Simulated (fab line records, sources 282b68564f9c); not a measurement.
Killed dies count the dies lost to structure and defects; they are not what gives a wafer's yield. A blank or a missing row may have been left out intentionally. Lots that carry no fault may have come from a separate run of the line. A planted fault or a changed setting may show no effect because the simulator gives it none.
fab line records + flow rit_cmos
record
- lots=6
- wafers=18
- last_day=7
route steps=202 shown ACTIVE@1 M1@202
lots that met no fault: taken from a fault-free run of the same line
start_h: hours from the record's opening day to when the first of the lot's shown wafers began + wait_h: hours elapsed since this lot's preceding step + " same as the row above + L1.1+2: a single row standing in for several wafers + - no value, or no start was given + * or withheld: withheld + < > ~ a bound
route shown NAME@n: a module of which the file shows steps, and the number in the route of the first + usual: average and standard deviation across the fault-free wafers + same: alike in all rows + chamber/n: place in a boat + sites: readings site by site + _std_site: the standard deviation of these + _edge_site: outer sites' mean less inner sites' + radius_mm: for every site, how far away it sits from the centre of the wafer + mask NAME#n: copy n + behind: the tool/chamber that last shaped the wafer + hold: reason for holding the lot/hours on hold/outcome of the hold + device: the n, p or np transistor that did not switch + end of line: the same wafers' tests at the end of the route + a step without rows: its recipe alone + killed: not the wafer's yield, but the dies lost to structure and defects at the first sort + map: a wafer's dies, x killed, . not, _ none there
set.NAME: setting as actually run; set.NAME@STEP: the setting as run at that earlier step + model.NAME: the simulator's own value behind a step, which no gauge read
lots at selected steps of the route; one table per step, one row per wafer
services: a tool's chamber out of use, with start hour (start_h, from the record's first day; less than 0 if before it), hours out, and reason
## steps
# step RIT_ACTIVE_BOW_MEAS_00
# recipe
- mode=bow
# usual
- INCOMING_BOW=0/6.2
| lot.wafer | tool          | chamber | start_h | wait_h | INCOMING_BOW[um] |
|-----------|---------------|---------|---------|--------|------------------|
| L984.1    | film_metro-04 | -       | 20.00   | -      | -9               |
| L984.3    | "             | -       | "       | "      | -4               |
| L984.4    | "             | -       | "       | "      | 9                |
| L985.2    | film_metro-02 | -       | 25.02   | -      | -3               |
| L985.3    | "             | -       | "       | "      | 6                |
| L985.6    | "             | -       | "       | "      | -9               |
| L989.2    | film_metro-04 | -       | 45.02   | -      | 7                |
| L989.4    | "             | -       | "       | "      | 13               |
| L989.5    | "             | -       | "       | "      | 13               |
| L990.1    | film_metro-03 | -       | 50.00   | -      | -8               |
| L990.5    | "             | -       | "       | "      | -6               |
| L990.6    | "             | -       | "       | "      | -2               |
| L100.3    | film_metro-02 | -       | 100.04  | -      | -6               |
| L100.4    | "             | -       | "       | "      | -5               |
| L100.5    | "             | -       | "       | "      | -4               |
| L103.3    | film_metro-03 | -       | 115.04  | -      | -5               |
| L103.5    | "             | -       | "       | "      | -9               |
| L103.6    | "             | -       | "       | "      | -4               |
# step RIT_ACTIVE_OXIDATION_01
# recipe
- temp_c=1000
- ambient=O2
- target_thk_a=468
- ox_time_s=3360
# step RIT_ACTIVE_THK_MEAS_02
# recipe
- reads=SiO2_of_ACTIVE_OXIDATION_01
# usual
- ACTIVE_OXIDE_THK=46.5/0.72
| lot.wafer | tool          | chamber | start_h | wait_h | ACTIVE_OXIDE_THK[nm] |
|-----------|---------------|---------|---------|--------|----------------------|
| L984.1    | film_metro-04 | -       | 22.05   | 0.0    | 45.8                 |
| L984.3    | "             | -       | "       | "      | 46.1                 |
| L984.4    | "             | -       | "       | "      | 45.9                 |
| L985.2    | film_metro-02 | -       | 27.06   | 0.0    | 45.8                 |
| L985.3    | "             | -       | "       | "      | 46.3                 |
| L985.6    | "             | -       | "       | "      | 46.3                 |
| L989.2    | film_metro-02 | -       | 47.06   | 0.0    | 45.8                 |
| L989.4    | "             | -       | "       | "      | 46.4                 |
| L989.5    | "             | -       | "       | "      | 46.1                 |
| L990.1    | film_metro-03 | -       | 52.05   | 0.0    | 46.4                 |
| L990.5    | "             | -       | "       | "      | 45.4                 |
| L990.6    | "             | -       | "       | "      | 46.2                 |
| L100.3    | film_metro-03 | -       | 102.07  | 0.0    | 46.4                 |
| L100.4    | "             | -       | "       | "      | 46.9                 |
| L100.5    | "             | -       | "       | "      | 46.3                 |
| L103.3    | film_metro-02 | -       | 117.07  | 0.0    | 46.6                 |
| L103.5    | "             | -       | "       | "      | 47.2                 |
| L103.6    | "             | -       | "       | "      | 46.9                 |
# step RIT_ACTIVE_CVD_03
# recipe
- material=Si3N4
- target_thk_nm=150
- temp_c=810
- precursor=SiH2Cl2/NH3
- time_s=1500
- pressure_mtorr=300
- sih2cl2_flow_sccm=60
- nh3_flow_sccm=150
# usual
- susceptor_temp_C=810.0/0.33
| lot.wafer | tool     | chamber | start_h | wait_h | susceptor_temp_C |
|-----------|----------|---------|---------|--------|------------------|
| L984.1    | lpcvd-01 | 0       | 22.11   | 0.1    | 809.9            |
| L984.3    | "        | 0       | "       | "      | 810.0            |
| L984.4    | "        | 0       | "       | "      | 810.5            |
| L985.2    | lpcvd-02 | 0       | 27.11   | 0.0    | 810.9            |
| L985.3    | "        | 0       | "       | "      | 810.4            |
| L985.6    | "        | 0       | "       | "      | 810.5            |
| L989.2    | lpcvd-01 | 0       | 47.11   | 0.0    | 810.0            |
| L989.4    | "        | 0       | "       | "      | 809.6            |
| L989.5    | "        | 0       | "       | "      | 809.9            |
| L990.1    | lpcvd-01 | 1       | 52.11   | 0.1    | 810.1            |
| L990.5    | "        | 1       | "       | "      | 810.5            |
| L990.6    | "        | 1       | "       | "      | 809.8            |
| L100.3    | lpcvd-02 | 0       | 102.11  | 0.0    | 809.4            |
| L100.4    | "        | 0       | "       | "      | 810.1            |
| L100.5    | "        | 0       | "       | "      | 809.8            |
| L103.3    | lpcvd-02 | 1       | 117.26  | 0.2    | 810.3            |
| L103.5    | "        | 1       | "       | "      | 810.6            |
| L103.6    | "        | 1       | "       | "      | 810.6            |
# step RIT_ACTIVE_THK_MEAS_04
# recipe
- reads=Si3N4_of_ACTIVE_CVD_03
# usual
- ACTIVE_NITRIDE_THK=149.8/1.2
| lot.wafer | tool          | chamber | start_h | wait_h | ACTIVE_NITRIDE_THK[nm] |
|-----------|---------------|---------|---------|--------|------------------------|
| L984.1    | film_metro-02 | -       | 23.53   | 0.0    | 149.7                  |
| L984.3    | "             | -       | "       | "      | 149.7                  |
| L984.4    | "             | -       | "       | "      | 149.3                  |
| L985.2    | film_metro-04 | -       | 28.54   | 0.0    | 148.7                  |
| L985.3    | "             | -       | "       | "      | 149.2                  |
| L985.6    | "             | -       | "       | "      | 150.1                  |
| L989.2    | film_metro-04 | -       | 48.54   | 0.0    | 118.1                  |
| L989.4    | "             | -       | "       | "      | 119.1                  |
| L989.5    | "             | -       | "       | "      | 119.0                  |
| L990.1    | film_metro-04 | -       | 53.53   | 0.0    | 118.0                  |
| L990.5    | "             | -       | "       | "      | 117.8                  |
| L990.6    | "             | -       | "       | "      | 119.2                  |
| L100.3    | film_metro-03 | -       | 103.55  | 0.0    | 151.7                  |
| L100.4    | "             | -       | "       | "      | 150.7                  |
| L100.5    | "             | -       | "       | "      | 150.1                  |
| L103.3    | film_metro-02 | -       | 118.70  | 0.0    | 149.0                  |
| L103.5    | "             | -       | "       | "      | 150.0                  |
| L103.6    | "             | -       | "       | "      | 148.9                  |
# step RIT_ACTIVE_HMDS_05
# recipe
- prime_time_s=60
- prime_temp_c=140
# step RIT_ACTIVE_COAT_06
# recipe
- resist=NOVOLAK
- spin_rpm=3250
- resist_thk_nm=1000
# step RIT_ACTIVE_SOFTBAKE_07
# recipe
- resist=NOVOLAK
- temp_c=90
- time_s=60
# step RIT_ACTIVE_EXPOSE_08
# recipe
- mask_id=M1
- na=0.6
- source_shape=conventional
- sigma_outer=0.6
- target_cd_nm=1400
- dose_mj=225
# step RIT_ACTIVE_PEB_09
# recipe
- resist=NOVOLAK
- temp_c=withheld
- time_s=withheld
# step RIT_ACTIVE_DEVELOP_10
# recipe
- resist=NOVOLAK
- develop_time_s=50
- dev_temp_c=23
# step RIT_ACTIVE_CD_MEAS_11
# recipe
- target_cd_nm=1400
# usual
- cd_nm=1399.9/2.1
| lot.wafer | tool      | chamber | start_h | wait_h | cd_nm  |
|-----------|-----------|---------|---------|--------|--------|
| L984.1    | cd_sem-02 | -       | 24.44   | -      | 1395.5 |
| L984.3    | "         | -       | "       | "      | 1396.2 |
| L984.4    | "         | -       | "       | "      | 1396.4 |
| L985.2    | cd_sem-02 | -       | 29.60   | -      | 1401.1 |
| L985.3    | "         | -       | "       | "      | 1400.5 |
| L985.6    | "         | -       | "       | "      | 1401.4 |
| L989.2    | cd_sem-02 | -       | 49.51   | -      | 1402.0 |
| L989.4    | "         | -       | "       | "      | 1398.8 |
| L989.5    | "         | -       | "       | "      | 1400.4 |
| L990.1    | cd_sem-02 | -       | 54.44   | -      | 1401.2 |
| L990.5    | "         | -       | "       | "      | 1399.0 |
| L990.6    | "         | -       | "       | "      | 1398.7 |
| L100.3    | cd_sem-02 | -       | 104.48  | -      | 1396.9 |
| L100.4    | "         | -       | "       | "      | 1397.2 |
| L100.5    | "         | -       | "       | "      | 1398.1 |
| L103.3    | cd_sem-02 | -       | 119.85  | -      | 1398.1 |
| L103.5    | "         | -       | "       | "      | 1398.9 |
| L103.6    | "         | -       | "       | "      | 1397.1 |
# step RIT_ACTIVE_HARDBAKE_12
# recipe
- resist=NOVOLAK
- temp_c=140
- time_s=60
# step RIT_ACTIVE_ETCH_13
# recipe
- stop_on=SiO2
- chemistry=SF6
- target=Si3N4
- time_s=210
- over_etch_frac=0.4
- SF6_flow_sccm=200
- pressure_mtorr=260
- rf_w=125
- target_depth_a=2100
# usual
- drypump_motor_current_A=5.4/0.41
- oes_product_au=0.817/0.011
- rf_fwd_power_W=124.5/0.38
- throttle_valve_pct=7.53/0.11
| lot.wafer | tool        | chamber | start_h | wait_h | drypump_motor_current_A | oes_product_au | rf_fwd_power_W | rf_hours_counter_h | throttle_valve_pct |
|-----------|-------------|---------|---------|--------|-------------------------|----------------|----------------|--------------------|--------------------|
| L984.1    | rie_diel-02 | 2       | 24.71   | 0.1    | 5.4                     | 0.821          | 124.2          | 100                | 7.54               |
| L984.3    | "           | 0       | "       | "      | 5.2                     | 0.830          | 124.3          | 1                  | 7.55               |
| L984.4    | "           | 1       | "       | "      | 4.7                     | 0.819          | 124.8          | 162                | 7.36               |
| L985.2    | rie_diel-02 | 3       | 29.85   | 0.1    | 5.4                     | 0.813          | 124.9          | 4                  | 7.64               |
| L985.3    | "           | 2       | "       | "      | 5.4                     | 0.807          | 124.2          | 100                | 7.54               |
| L985.6    | "           | 0       | "       | "      | 5.2                     | 0.840          | 124.6          | -                  | 7.55               |
| L989.2    | rie_diel-02 | 0       | 49.76   | 0.1    | 5.2                     | 0.749          | 124.5          | 1                  | 7.56               |
| L989.4    | "           | 3       | "       | "      | 5.3                     | 0.734          | 124.7          | 4                  | 7.64               |
| L989.5    | "           | 3       | "       | "      | 5.3                     | 0.727          | 125.0          | -                  | 7.64               |
| L990.1    | rie_diel-03 | 2       | 54.71   | 0.1    | 5.1                     | 0.724          | 124.3          | 66                 | 7.48               |
| L990.5    | "           | 2       | "       | "      | 5.1                     | 0.721          | 123.9          | -                  | 7.50               |
| L990.6    | "           | 1       | "       | "      | 5.5                     | 0.730          | 124.0          | -                  | 7.36               |
| L100.3    | rie_diel-03 | 3       | 104.71  | 0.1    | 6.6                     | 0.804          | 124.3          | 15                 | 7.65               |
| L100.4    | "           | 2       | "       | "      | 5.1                     | 0.821          | 124.4          | 67                 | 7.48               |
| L100.5    | "           | 0       | "       | "      | 5.0                     | 0.813          | 124.8          | -                  | 7.56               |
| L103.3    | rie_diel-01 | 2       | 120.08  | 0.1    | 5.5                     | 0.833          | 124.6          | 82                 | 7.67               |
| L103.5    | "           | 0       | "       | "      | 5.6                     | 0.817          | 124.3          | -                  | 7.34               |
| L103.6    | "           | 1       | "       | "      | 5.8                     | 0.811          | 125.2          | -                  | 7.60               |
# step RIT_ACTIVE_STRIP_14
# recipe
- chemistry=O2
- time_s=180
- resist=NOVOLAK
- platen_temp_c=withheld
- power_w=500
- pressure_mtorr=4000
- o2_flow_sccm=4000
# usual
- drypump_motor_current_A=5.7/0.69
| lot.wafer | tool            | chamber | start_h | wait_h | drypump_motor_current_A | rf_hours_counter_h |
|-----------|-----------------|---------|---------|--------|-------------------------|--------------------|
| L984.1    | plasma_asher-01 | 1       | 24.84   | 0.1    | 5.0                     | 35                 |
| L984.3    | "               | 0       | "       | "      | 6.5                     | -                  |
| L984.4    | "               | 1       | "       | "      | 5.0                     | -                  |
| L985.2    | plasma_asher-01 | 1       | 29.98   | 0.1    | 5.0                     | 36                 |
| L985.3    | "               | 1       | "       | "      | 5.0                     | -                  |
| L985.6    | "               | 0       | "       | "      | 6.5                     | -                  |
| L989.2    | plasma_asher-02 | 0       | 49.89   | 0.1    | 6.3                     | 42                 |
| L989.4    | "               | 0       | "       | "      | 6.2                     | -                  |
| L989.5    | "               | 0       | "       | "      | 6.3                     | -                  |
| L990.1    | plasma_asher-01 | 0       | 54.84   | 0.1    | 6.5                     | 38                 |
| L990.5    | "               | 0       | "       | "      | 6.5                     | -                  |
| L990.6    | "               | 1       | "       | "      | 5.0                     | -                  |
| L100.3    | plasma_asher-03 | 0       | 104.90  | 0.1    | 5.6                     | -                  |
| L100.4    | "               | 1       | "       | "      | 5.5                     | -                  |
| L100.5    | "               | 1       | "       | "      | 5.5                     | -                  |
| L103.3    | plasma_asher-02 | 1       | 120.27  | 0.1    | 4.9                     | -                  |
| L103.5    | "               | 0       | "       | "      | 6.2                     | -                  |
| L103.6    | "               | 1       | "       | "      | 4.9                     | -                  |
# step RIT_M1_PROBE_99
# usual
- killed_at_contacts=0.0/0.22
- killed_at_front_end=7/3.1
- killed_dies=7/3.1
- killed_open=3.5/2.2
- killed_short=3.3/1.9
# same
- gross_dies=264
- killed_at_M0_to_M3=0
- killed_at_M4_up=0
- killed_at_back_side=0
- killed_at_other=0
| lot.wafer | tool      | chamber | start_h | wait_h | killed_at_contacts | killed_at_front_end | killed_dies | killed_open | killed_short |
|-----------|-----------|---------|---------|--------|--------------------|---------------------|-------------|-------------|--------------|
| L984.1    | prober-02 | -       | 72.44   | 0.1    | 0                  | 8                   | 8           | 6           | 2            |
| L984.3    | prober-02 | -       | 72.54   | 0.2    | 0                  | 6                   | 6           | 1           | 5            |
| L984.4    | prober-02 | -       | 72.59   | 0.2    | 1                  | 3                   | 4           | 1           | 3            |
| L985.2    | prober-01 | -       | 73.07   | 0.1    | 0                  | 8                   | 8           | 4           | 4            |
| L985.3    | prober-01 | -       | 73.12   | 0.2    | 0                  | 7                   | 7           | 6           | 1            |
| L985.6    | prober-01 | -       | 73.27   | 0.2    | 0                  | 4                   | 4           | 2           | 2            |
| L989.2    | prober-02 | -       | 93.63   | 0.1    | 0                  | 7                   | 7           | 4           | 2            |
| L989.4    | prober-02 | -       | 93.73   | 0.2    | 0                  | 9                   | 9           | 2           | 5            |
| L989.5    | prober-02 | -       | 93.78   | 0.2    | 0                  | 8                   | 8           | 5           | 2            |
| L990.1    | prober-01 | -       | 99.08   | 0.1    | 0                  | 7                   | 7           | 2           | 5            |
| L990.5    | prober-01 | -       | 99.28   | 0.2    | 0                  | 7                   | 7           | 3           | 1            |
| L990.6    | prober-01 | -       | 99.33   | 0.2    | 0                  | 9                   | 9           | 4           | 3            |
| L100.3    | prober-01 | -       | 146.74  | 0.2    | 0                  | 7                   | 7           | 3           | 4            |
| L100.4    | prober-01 | -       | 146.79  | 0.2    | 0                  | 6                   | 6           | 3           | 3            |
| L100.5    | prober-01 | -       | 146.84  | 0.2    | 0                  | 9                   | 9           | 4           | 5            |
| L103.3    | prober-02 | -       | 163.75  | 0.2    | 0                  | 24                  | 24          | 13          | 11           |
| L103.5    | prober-02 | -       | 163.85  | 0.2    | 0                  | 17                  | 17          | 12          | 5            |
| L103.6    | prober-02 | -       | 163.90  | 0.2    | 0                  | 14                  | 14          | 5           | 9            |
# killed by level:class
L984.1 FOX1:geometric_particle:open=3 GATE:geometric_particle:open=1 GATE:geometric_particle:short=1 REOX:geometric_particle:open=1 REOX:geometric_particle:short=1 SILICIDE:geometric_particle:open=1
L984.3 GATE:geometric_particle:short=2 REOX:geometric_particle:short=2 ACTIVE:geometric_particle:open=1 FOX1:geometric_particle:short=1
L984.4 GATE:geometric_particle:short=2 FOX1:geometric_particle:short=1 CONTACT:geometric_particle:open=1
L985.2 GATE:geometric_particle:short=2 FOX1:geometric_particle:open=1 FOX1:geometric_particle:short=1 GATE:geometric_particle:open=1 REOX:geometric_particle:open=1 REOX:geometric_particle:short=1 SPACER:geometric_particle:open=1
L985.3 GATE:geometric_particle:open=2 REOX:geometric_particle:open=2 FOX1:geometric_particle:open=1 FOX2:geometric_particle:open=1 GATE:geometric_particle:short=1
L985.6 ACTIVE:geometric_particle:open=1 FOX2:geometric_particle:open=1 GATE:geometric_particle:short=1 REOX:geometric_particle:short=1
L989.2 REOX:geometric_particle:open=2 GATE:geometric_particle:short=1 GATE:geometric_particle:open=1 SILICIDE:geometric_particle:open=1 SILICIDE:geometric_particle:short=1 ACTIVE:area_cvd=1
L989.4 GATE:geometric_particle:short=2 ACTIVE:area_cvd=2 FOX1:geometric_particle:open=1 FOX1:geometric_particle:short=1 REOX:geometric_particle:open=1 REOX:geometric_particle:short=1 SILICIDE:geometric_particle:short=1
L989.5 GATE:geometric_particle:short=2 GATE:geometric_particle:open=2 REOX:geometric_particle:open=2 SPACER:geometric_particle:open=1 ACTIVE:area_cvd=1
L990.1 REOX:geometric_particle:short=4 GATE:geometric_particle:short=1 REOX:geometric_particle:open=1 SILICIDE:geometric_particle:open=1
L990.5 ACTIVE:area_cvd=3 REOX:geometric_particle:open=2 FOX1:geometric_particle:open=1 GATE:geometric_particle:short=1
L990.6 ACTIVE:area_cvd=2 FOX1:geometric_particle:open=1 GATE:geometric_particle:open=1 REOX:geometric_particle:short=1 REOX:geometric_particle:open=1 SPACER:geometric_particle:short=1 SILICIDE:geometric_particle:open=1 SILICIDE:geometric_particle:short=1
L100.3 FOX1:geometric_particle:open=2 REOX:geometric_particle:short=2 GATE:geometric_particle:open=1 SPACER:geometric_particle:short=1 SILICIDE:geometric_particle:short=1
L100.4 GATE:geometric_particle:short=2 GATE:geometric_particle:open=1 REOX:geometric_particle:short=1 REOX:geometric_particle:open=1 SPACER:geometric_particle:open=1
L100.5 REOX:geometric_particle:short=3 GATE:geometric_particle:short=2 GATE:geometric_particle:open=2 SPACER:geometric_particle:open=1 SILICIDE:geometric_particle:open=1
L103.3 SPACER:geometric_particle:open=6 GATE:geometric_particle:short=5 SPACER:geometric_particle:short=3 FOX1:geometric_particle:open=2 GATE:geometric_particle:open=2 REOX:geometric_particle:open=2 ACTIVE:geometric_particle:open=1 FOX1:geometric_particle:short=1
L103.5 FOX1:geometric_particle:open=4 GATE:geometric_particle:open=4 REOX:geometric_particle:short=3 GATE:geometric_particle:short=2 REOX:geometric_particle:open=2 FOX2:geometric_particle:open=1 SPACER:geometric_particle:open=1
L103.6 GATE:geometric_particle:short=6 GATE:geometric_particle:open=3 FOX1:geometric_particle:short=1 REOX:geometric_particle:open=1 REOX:geometric_particle:short=1 SPACER:geometric_particle:short=1 SPACER:geometric_particle:open=1
## services
| tool            | chamber | start_h | hours | kind           |
|-----------------|---------|---------|-------|----------------|
| plasma_asher-01 | -       | 8.70    | 2.8   | pm             |
| rie_diel-02     | 1       | 28.45   | 5.9   | repair         |
| rie_diel-03     | 2       | 35.07   | 3.8   | repair         |
| rie_diel-03     | 1       | 60.53   | 17.7  | repair         |
| plasma_asher-02 | -       | 80.01   | 1.5   | repair         |
| rie_diel-02     | 1       | 82.89   | -     | clean          |
| rie_diel-02     | 1       | 82.89   | 17.1  | scheduled_down |
| rie_diel-02     | 1       | 82.89   | 17.1  | vent_cycle     |
| rie_diel-01     | 1       | 91.23   | -     | clean          |
| rie_diel-01     | 1       | 91.23   | 23.0  | scheduled_down |
| rie_diel-01     | 1       | 91.23   | 23.0  | vent_cycle     |
| rie_diel-02     | 2       | 96.00   | 14.4  | repair         |
| plasma_asher-02 | -       | 108.75  | 9.0   | pm             |
| plasma_asher-02 | 0       | 108.75  | 9.0   | vent_cycle     |
| plasma_asher-02 | 1       | 108.75  | 9.0   | vent_cycle     |
| plasma_asher-03 | -       | 114.53  | 2.8   | pm             |
| plasma_asher-02 | 0       | 117.75  | -     | clean          |
| plasma_asher-02 | 1       | 117.75  | -     | clean          |
| rie_diel-02     | -       | 117.91  | 2.8   | pm             |
| rie_diel-03     | 2       | 119.95  | 2.7   | repair         |
## key
first_sign
- step=RIT_ACTIVE_THK_MEAS_04
- reading=ACTIVE_NITRIDE_THK
- direction=down
- sigmas=27
- usual=149.8
- struck=118.5
effect
- step=RIT_ACTIVE_ETCH_13
- reading=oes_product_au
- direction=down
- sigmas=8
- usual=0.817
- struck=0.731
met_at RIT_ACTIVE_CVD_03
struck_wafers L989.2,L989.4,L989.5,L990.1,L990.5,L990.6
tester_left_out L989,L990
onset_between 22.11 47.11
fault
- kind=site_profile_drift
- tool=lpcvd-01
- chamber=-
- onset_h=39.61
- steps=RIT_ACTIVE_CVD_03
- basis=fraction
- max_abs_drift=0.4771
- slope_share_per_hr=106.02
- site_pattern=0,0,0,0,0,-1,-1,-1,-1
# tester_left_out: of these lots the tester's yield and bins aren't shown, on N5 and GAA mostly nor the transistor test; their killed dies are dies lost to structure and defects alone, not to doping, threshold or leakage, so they don't give the yield
